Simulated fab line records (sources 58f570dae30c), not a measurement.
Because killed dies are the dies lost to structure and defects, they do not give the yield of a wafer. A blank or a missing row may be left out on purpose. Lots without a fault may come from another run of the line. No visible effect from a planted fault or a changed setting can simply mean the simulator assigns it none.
Which tool was responsible?    flow berkeley_cmos170    14 lots with 42 wafers sampled at 5 steps, on a route of 331 steps

WHAT THE GAUGES READ, wafer by wafer
UCB170_START_THK_MEAS_03.
lot   measured     on             START_OXIDE_THK (nm)
L257  day 1 22:26  film_metro-03  19.6 19.4 19.4
L256  day 1 22:26  film_metro-01  20.3 20.2 20.1
L258  day 2 06:05  film_metro-02  19.4 19.5 19.8
L259  day 2 10:19  film_metro-02  19.8 19.8 19.9
L260  day 2 14:40  film_metro-01  19.9 20.0 19.7
L261  day 2 21:45  film_metro-03  20.5 20.2 20.1
L262  day 3 02:29  film_metro-02  20.2 20.3 19.9
L263  day 3 06:46  film_metro-03  19.8 19.7 20.1
L265  day 3 14:37  film_metro-01  20.3 20.6 20.0
L268  day 4 05:27  film_metro-01  20.6 20.3 20.6
L267  day 4 05:28  film_metro-02  20.2 19.9 20.4
L269  day 4 13:08  film_metro-02  20.6 20.8 20.5
L276  day 6 04:16  film_metro-01  19.6 19.9 19.7
L278  day 6 11:17  film_metro-03  19.4 19.6 19.8

UCB170_PWELL_THK_MEAS_06.
lot   measured     on             PWELL_NITRIDE_THK (nm)
L257  day 3 09:56  film_metro-01  221.7 223.1 220.7
L256  day 3 09:56  film_metro-03  219.5 217.1 217.8
L258  day 3 16:53  film_metro-01  217.6 219.2 218.5
L259  day 4 02:09  film_metro-01  219.8 220.1 220.2
L260  day 4 02:11  film_metro-03  220.3 221.7 220.2
L261  day 4 13:05  film_metro-03  217.9 219.1 218.1
L262  day 4 13:05  film_metro-04  217.2 216.0 216.6
L263  day 5 00:29  film_metro-04  221.0 221.1 222.6
L265  day 5 10:46  film_metro-03  216.1 216.3 216.2
L268  day 6 00:44  film_metro-03  209.9 208.2 207.1
L267  day 6 00:45  film_metro-04  206.6 206.8 203.3
L269  day 6 13:06  film_metro-03  216.9 216.7 216.9
L276  day 7 23:46  film_metro-03  218.6 218.8 219.3
L278  day 7 23:46  film_metro-04  217.6 217.2 217.6

UCB170_NVT_OVL_MEAS_06.
lot   measured      on          NVT_OVL (nm)
L257  day 6 16:16   overlay-01  0 -2 -3
L256  day 6 16:27   overlay-02  11 13 17
L258  day 7 06:21   overlay-02  1 3 -4
L259  day 7 12:22   overlay-01  0 -3 -2
L260  day 7 12:08   overlay-02  8 4 8
L261  day 7 21:50   overlay-01  1 5 1
L262  day 7 21:34   overlay-02  10 9 8
L263  day 8 14:04   overlay-01  0 4 -2
L265  day 8 13:42   overlay-01  7 4 5
L268  day 9 04:17   overlay-01  11 11 10
L267  day 9 04:04   overlay-02  -3 2 3
L269  day 9 18:29   overlay-02  3 7 2
L276  day 10 18:35  overlay-01  6 8 7
L278  day 10 18:55  overlay-01  8 6 7

WHICH TOOL RAN EACH LOT (tool, then ch and the chambers of the sampled wafers, then the start)
lot   UCB170_NWELL_ETCH_13               UCB170_PWELL_CVD_05
L257  rie_diel-04 ch 0,2,3, day 2 16:46  lpcvd-02 ch 0, day 3 08:01
L256  rie_diel-02 ch 0,2,3, day 2 16:50  lpcvd-02 ch 0, day 3 08:01
L258  rie_diel-04 ch 1,2, day 2 23:49    lpcvd-02 ch 0, day 3 14:58
L259  rie_diel-02 ch 0,1, day 3 06:22    lpcvd-01 ch 0, day 4 00:14
L260  rie_diel-04 ch 2,3, day 3 09:16    lpcvd-01 ch 0, day 4 00:14
L261  rie_diel-04 ch 0,2,3, day 3 21:14  lpcvd-01 ch 1, day 4 11:08
L262  rie_diel-03 ch 1,2,3, day 3 21:17  lpcvd-01 ch 1, day 4 11:08
L263  rie_diel-02 ch 1,3, day 4 02:35    lpcvd-02 ch 0, day 4 22:34
L265  rie_diel-04 ch 0,1,3, day 4 12:03  lpcvd-01 ch 0, day 5 08:51
L268  rie_diel-03 ch 0,2, day 5 06:47    lpcvd-01 ch 1, day 5 22:49
L267  rie_diel-04 ch 0,1,3, day 5 06:31  lpcvd-01 ch 0, day 5 22:49
L269  rie_diel-03 ch 1,2,3, day 5 15:59  lpcvd-02 ch 0, day 6 11:11
L276  rie_diel-04 ch 0,2,3, day 7 04:02  lpcvd-02 ch 1, day 7 21:51
L278  rie_diel-03 ch 0,2,3, day 7 09:28  lpcvd-02 ch 0, day 7 21:51
- UCB170_NWELL_ETCH_13: etches Si3N4 in CH3F/Ar/O2, stops on SiO2, target depth 246.4 nm, time 154 s.
- UCB170_PWELL_CVD_05: deposits Si3N4 from SiH2Cl2/NH3, target thk 220 nm, time 3300 s.

WHAT THE TOOLS THEMSELVES READ (means of the sampled wafers that have a number; where no wafer has one, the mark that the record gives instead)
UCB170_NWELL_ETCH_13.
lot   tool         CH3F_flow_sccm (sccm)  drypump_motor_current_A (A)  mfc_ar_sccm (sccm)  oes_product_au (a.u.)  throttle_valve_pct (%)
L257  rie_diel-04  20.01                  5.8                          49.98               0.938                  7.98
L256  rie_diel-02  20.03                  5.7                          49.84               0.948                  8.07
L258  rie_diel-04  20.06                  6.3                          49.93               0.940                  7.96
L259  rie_diel-02  19.97                  6.0                          50.15               0.929                  8.04
L260  rie_diel-04  20.03                  6.0                          49.96               0.945                  8.10
L261  rie_diel-04  20.00                  5.8                          49.93               0.942                  7.98
L262  rie_diel-03  20.00                  5.4                          49.92               0.939                  7.98
L263  rie_diel-02  19.99                  5.7                          50.04               0.952                  8.01
L265  rie_diel-04  20.03                  5.7                          49.97               0.941                  7.97
L268  rie_diel-03  19.96                  5.4                          50.11               0.939                  8.09
L267  rie_diel-04  20.03                  5.7                          49.99               0.947                  7.98
L269  rie_diel-03  20.00                  5.4                          49.94               0.942                  7.99
L276  rie_diel-04  19.99                  5.8                          50.00               0.938                  7.98
L278  rie_diel-03  19.95                  5.3                          50.07               0.955                  8.09

UCB170_PWELL_CVD_05.
lot   tool      sih2cl2_flow_sccm (sccm)
L257  lpcvd-02  24.97
L256  lpcvd-02  24.98
L258  lpcvd-02  25.03
L259  lpcvd-01  24.85
L260  lpcvd-01  24.98
L261  lpcvd-01  24.91
L262  lpcvd-01  24.99
L263  lpcvd-02  24.98
L265  lpcvd-01  24.97
L268  lpcvd-01  19.99
L267  lpcvd-01  19.98
L269  lpcvd-02  24.87
L276  lpcvd-02  24.99
L278  lpcvd-02  24.96

THE ANSWER, worked out from the rows above alone
Rule: what is usual is taken from the lots themselves. The widest of any qualifying gaps counts: lots, ordered by their means at a reading, are off when they make up no more than a third of the lots, leave a main group of 4 or more, and stand apart from it by 3 or more times the standard deviation of that group's means. A main group whose means are all the same, to the digits that the tables above print for the reading, isn't used. A lot without any number at a reading at which 4 lots or more have one is off too. The other lots that the step has rows for count as sound. After the gauges, taken in route order, come the tools' own readings; for these a lot's mean is taken, as printed above. At the first step where some lot is off, the reading lying furthest off is the one used; lots without a number count as furthest.
Off: at UCB170_PWELL_THK_MEAS_06 (PWELL_NITRIDE_THK), L268, L267. The main group: mean 218.8 nm, standard deviation 1.8.
A tool fits if, at a process step before that reading, it ran every lot that is off, and no sound lot after the first of them. Not tried: the gauges at UCB170_PWELL_THK_MEAS_06; whatever is off there is also off at UCB170_PWELL_CVD_05, on other tools, and gauge error can't account for it. One candidate fits, namely lpcvd-01 at UCB170_PWELL_CVD_05. Its last sound lot is L265 (day 5 08:51), its first lot that is off L267 (day 5 22:49): a fault that began between those two fits.
On the lots that are off, the tool's own readings at UCB170_PWELL_CVD_05 differ by more than 5 times the standard deviation of the sound lots' means, which bears it out; sih2cl2_flow_sccm reads 19.98 sccm there versus 24.96 sccm on the sound lots.

WHAT THE SIMULATOR HAD PUT IN
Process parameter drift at UCB170_PWELL_CVD_05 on lpcvd-01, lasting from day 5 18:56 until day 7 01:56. Setting sih2cl2_flow_sccm, moved by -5, from 25. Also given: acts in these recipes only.
Shown lots that were struck: L268, L267. The same result came from the rule above.
